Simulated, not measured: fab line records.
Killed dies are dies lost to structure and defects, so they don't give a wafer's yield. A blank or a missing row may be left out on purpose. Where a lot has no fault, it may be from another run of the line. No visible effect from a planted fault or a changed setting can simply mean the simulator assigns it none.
The tool behind it: which one? || flow ritCmos || 13 lots with 37 wafers sampled at 3 steps, on a route of 202 steps

== WHAT EACH GAUGE READ, for each wafer ==
RIT_SDANNEAL_RS_MEAS_04: the measuring method here is four-point-probe. Usual: PSD_RS 115.8 ohm/sq, standard deviation 0.32.
{"lot": "L621", "measured": "day 3 07:11", "on": "filmMetro-04", "PSD_RS (ohm/sq)": "116.5 116.1 116.1", "flag": ""}
{"lot": "L622", "measured": "day 3 16:13", "on": "filmMetro-02", "PSD_RS (ohm/sq)": "115.9 115.9 116.1", "flag": ""}
{"lot": "L624", "measured": "day 4 00:37", "on": "filmMetro-04", "PSD_RS (ohm/sq)": "116.1 115.8 115.8", "flag": ""}
{"lot": "L628", "measured": "day 5 11:21", "on": "filmMetro-04", "PSD_RS (ohm/sq)": 115.9, "flag": ""}
{"lot": "L630", "measured": "day 5 23:53", "on": "filmMetro-04", "PSD_RS (ohm/sq)": "115.7 115.9 116.0", "flag": ""}
{"lot": "L632", "measured": "day 6 13:43", "on": "filmMetro-02", "PSD_RS (ohm/sq)": "115.6 115.8 116.0", "flag": ""}
{"lot": "L635", "measured": "day 6 20:13", "on": "filmMetro-04", "PSD_RS (ohm/sq)": "115.7 116.4 116.1", "flag": ""}
{"lot": "L634", "measured": "day 6 20:28", "on": "filmMetro-02", "PSD_RS (ohm/sq)": "115.6 115.4 115.5", "flag": ""}
{"lot": "L639", "measured": "day 7 16:36", "on": "filmMetro-02", "PSD_RS (ohm/sq)": "115.6 115.4 115.5", "flag": ""}
{"lot": "L640", "measured": "day 7 17:21", "on": "filmMetro-01", "PSD_RS (ohm/sq)": "116.5 116.2 116.3", "flag": ""}
{"lot": "L642", "measured": "day 8 02:02", "on": "filmMetro-02", "PSD_RS (ohm/sq)": "115.7 115.9 115.9", "flag": ""}
{"lot": "L644", "measured": "day 8 06:12", "on": "filmMetro-02", "PSD_RS (ohm/sq)": "115.5 115.2 115.3", "flag": ""}
{"lot": "L643", "measured": "day 8 07:15", "on": "filmMetro-02", "PSD_RS (ohm/sq)": "115.9 115.7 115.6", "flag": ""}

RIT_SDANNEAL_RS_MEAS_07: the measuring method here is four-point-probe. Usual: NLDD_RS 151.5 ohm/sq, standard deviation 0.62.
{"lot": "L621", "measured": "day 3 07:32", "on": "filmMetro-04", "NLDD_RS (ohm/sq)": "151.4 151.2 152.2", "flag": ""}
{"lot": "L622", "measured": "day 3 16:35", "on": "filmMetro-02", "NLDD_RS (ohm/sq)": "152.2 152.0 152.0", "flag": ""}
{"lot": "L624", "measured": "day 4 00:59", "on": "filmMetro-04", "NLDD_RS (ohm/sq)": "151.9 151.8 152.1", "flag": ""}
{"lot": "L628", "measured": "day 5 11:43", "on": "filmMetro-04", "NLDD_RS (ohm/sq)": 151.9, "flag": ""}
{"lot": "L630", "measured": "day 6 00:14", "on": "filmMetro-04", "NLDD_RS (ohm/sq)": "151.1 152.5 151.6", "flag": ""}
{"lot": "L632", "measured": "day 6 14:04", "on": "filmMetro-02", "NLDD_RS (ohm/sq)": "150.6 150.4 150.7", "flag": ""}
{"lot": "L635", "measured": "day 6 20:34", "on": "filmMetro-04", "NLDD_RS (ohm/sq)": "151.5 151.3 151.3", "flag": ""}
{"lot": "L634", "measured": "day 6 20:50", "on": "filmMetro-02", "NLDD_RS (ohm/sq)": "151.4 152.2 151.6", "flag": ""}
{"lot": "L639", "measured": "day 7 16:58", "on": "filmMetro-02", "NLDD_RS (ohm/sq)": "151.5 152.3 152.2", "flag": ""}
{"lot": "L640", "measured": "day 7 17:43", "on": "filmMetro-01", "NLDD_RS (ohm/sq)": "151.5 152.1 152.1", "flag": ""}
{"lot": "L642", "measured": "day 8 02:23", "on": "filmMetro-02", "NLDD_RS (ohm/sq)": "151.0 151.3 151.6", "flag": ""}
{"lot": "L644", "measured": "day 8 06:34", "on": "filmMetro-02", "NLDD_RS (ohm/sq)": "151.2 151.1 150.8", "flag": ""}
{"lot": "L643", "measured": "day 8 07:37", "on": "filmMetro-02", "NLDD_RS (ohm/sq)": "151.4 150.8 151.0", "flag": ""}

RIT_CONTACT_THK_MEAS_01. Usual: CONTACT_TEOS_THK 417 nm, standard deviation 4.5.
{"lot": "L621", "measured": "day 3 08:14", "on": "filmMetro-02", "CONTACT_TEOS_THK (nm)": "410 421 416", "flag": ""}
{"lot": "L622", "measured": "day 3 17:20", "on": "filmMetro-03", "CONTACT_TEOS_THK (nm)": "414 422 426", "flag": ""}
{"lot": "L624", "measured": "day 4 01:40", "on": "filmMetro-03", "CONTACT_TEOS_THK (nm)": "415 410 421", "flag": ""}
{"lot": "L628", "measured": "day 5 12:20", "on": "filmMetro-02", "CONTACT_TEOS_THK (nm)": 416, "flag": ""}
{"lot": "L630", "measured": "day 6 00:55", "on": "filmMetro-04", "CONTACT_TEOS_THK (nm)": "411 412 421", "flag": ""}
{"lot": "L632", "measured": "day 6 14:49", "on": "filmMetro-02", "CONTACT_TEOS_THK (nm)": "416 414 420", "flag": ""}
{"lot": "L635", "measured": "day 6 21:14", "on": "filmMetro-02", "CONTACT_TEOS_THK (nm)": "412 421 424", "flag": ""}
{"lot": "L634", "measured": "day 6 21:30", "on": "filmMetro-04", "CONTACT_TEOS_THK (nm)": "419 423 419", "flag": ""}
{"lot": "L639", "measured": "day 7 17:39", "on": "filmMetro-04", "CONTACT_TEOS_THK (nm)": "416 420 423", "flag": ""}
{"lot": "L640", "measured": "day 7 18:23", "on": "filmMetro-04", "CONTACT_TEOS_THK (nm)": "414 422 422", "flag": ""}
{"lot": "L642", "measured": "day 8 03:04", "on": "filmMetro-02", "CONTACT_TEOS_THK (nm)": "419 426 422", "flag": ""}
{"lot": "L644", "measured": "day 8 07:14", "on": "filmMetro-03", "CONTACT_TEOS_THK (nm)": "413 421 413", "flag": ""}
{"lot": "L643", "measured": "day 8 08:17", "on": "filmMetro-04", "CONTACT_TEOS_THK (nm)": "407 418 419", "flag": ""}

== TOOL THAT RAN EACH LOT (tool first, then ch and the chambers of the sampled wafers, then the start) ==
Before these readings, the record contains no process step.

== AS READ BY THE TOOLS THEMSELVES (means over the sampled wafers that have a number; for cases with no such wafer, the mark the record gives instead) ==
The record holds no such reading with a usual standard deviation.

== THE ANSWER, worked out from the rows above alone ==
Rule: a lot counts as off when the mean over its wafers that have a number is more than 3 standard deviations away from the usual mean. Also off: a lot with no number at a reading for which 4 or more lots have one. All remaining lots with rows at the step are treated as sound. The gauges are gone through in route order, then the tools' own readings, and for those a lot's mean is taken as printed above. At the first step where some lot is off, the reading lying furthest off is the one used; lots without a number count as furthest.
Nothing can be told from this: no lot is off at any reading shown.

== WHAT WAS PUT IN BY THE SIMULATOR ==
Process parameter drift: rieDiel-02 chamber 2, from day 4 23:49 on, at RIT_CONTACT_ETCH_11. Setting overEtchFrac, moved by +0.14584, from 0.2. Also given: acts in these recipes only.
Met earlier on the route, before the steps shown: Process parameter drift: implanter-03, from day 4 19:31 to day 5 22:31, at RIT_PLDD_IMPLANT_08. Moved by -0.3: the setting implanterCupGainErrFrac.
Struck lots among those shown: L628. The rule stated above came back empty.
